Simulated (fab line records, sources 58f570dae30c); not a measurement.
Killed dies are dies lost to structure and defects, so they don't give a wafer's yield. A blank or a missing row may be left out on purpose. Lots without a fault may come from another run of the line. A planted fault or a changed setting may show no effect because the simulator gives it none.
One fault seen from 2 desks | flow berkeley_cmos170 | each desk has only its own numbers; what lay behind them comes last

THE TOOL OWNER'S DESK: implanter-02
The tool's own readings at UCB170_NVT_IMPLANT_07: means of the sampled wafers that have a number, for each lot that ran on this tool. A lot is out of limits, marked OUT, if its mean lies more than 4 standard deviations from the usual mean; the brackets give that distance.
Columns: A = beam_on_s at UCB170_NVT_IMPLANT_07, usual 10.00 s; B = dose_ions_cm2 at UCB170_NVT_IMPLANT_07, usual 3e+12; C = faraday_current_uA at UCB170_NVT_IMPLANT_07, usual 9.52
lot  | first seen here | A     | B                       | C
L995 | day 6 00:51     | 9.88  | 3e+12                   | 9.63
L998 | day 6 19:07     | 9.91  | 3e+12                   | 9.59
L100 | day 7 02:11     | 9.83  | 3e+12                   | 9.69
L105 | day 8 03:56     | 10.03 | 2e+12 (-99 or more) OUT | 7.39 (-12) OUT
L107 | day 8 04:32     | 10.06 | 2e+12 (-99 or more) OUT | 7.40 (-12) OUT
This desk's finding: out of limits on L105, L107; first on L105, day 8 03:56 (dose_ions_cm2 at UCB170_NVT_IMPLANT_07). In limits: L995, L998, L100.

THE METROLOGY DESK
What the gauges read, lot by lot, whatever tool the lot ran on: means of the sampled wafers that have a number. A lot is out of limits, marked OUT, if its mean lies more than 4 standard deviations from the usual mean; the brackets give that distance.
Columns: A = NVT_TW at UCB170_NVT_TW_MEAS_09, usual 526; B = PLDD_TW at UCB170_PLDD_TW_MEAS_11, usual 1007; C = M1_AL_THK at UCB170_M1_THK_MEAS_02, usual 602 nm
lot  | first seen here | A              | B    | C
L995 | day 6 01:06     | 526            | 1011 | 601
L997 | day 6 19:13     | 527            | 1017 | 602
L998 | day 6 19:20     | 528            | 998  | 615
L999 | day 7 01:52     | 530            | 999  | 612
L100 | day 7 02:26     | 527            | 1001 | 602
L103 | day 7 21:25     | 531            | 1021 | 601
L101 | day 7 21:51     | 530            | 997  | 606
L105 | day 8 04:11     | 489 (-6.6) OUT | 993  | 597
L106 | day 8 04:29     | 530            | 1014 | 600
L107 | day 8 04:44     | 488 (-6.8) OUT | 1001 | 595
L108 | day 9 02:24     | 527            | 1025 | 603
L112 | day 9 13:52     | 526            | 1023 | 609
L118 | day 10 13:53    | 514            | 1020 | 602
L117 | day 10 14:06    | 531            | 996  | 605
This desk's finding: out of limits on L105, L107; first on L105, day 8 04:11 (NVT_TW at UCB170_NVT_TW_MEAS_09). In limits: L995, L997, L998, L999, L100, L103, L101, L106, L108, L112, L118, L117.

PUT TOGETHER
The tool owner's desk could have raised an alarm at day 8 03:56, on L105, L107.
The metrology desk could have raised an alarm at day 8 04:11, on L105, L107.
Of the lots named, all ran UCB170_NVT_IMPLANT_07 on implanter-02.

WHAT THE SIMULATOR HAD PUT IN
Process parameter drift: implanter-02, from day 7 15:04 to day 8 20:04, at UCB170_NVT_IMPLANT_07. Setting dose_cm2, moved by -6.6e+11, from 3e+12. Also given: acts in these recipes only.
Lots struck among those shown: L105, L107.
Hours from the fault's start to each desk's first reading out of limits: the tool owner's desk, 13; the metrology desk, 13.
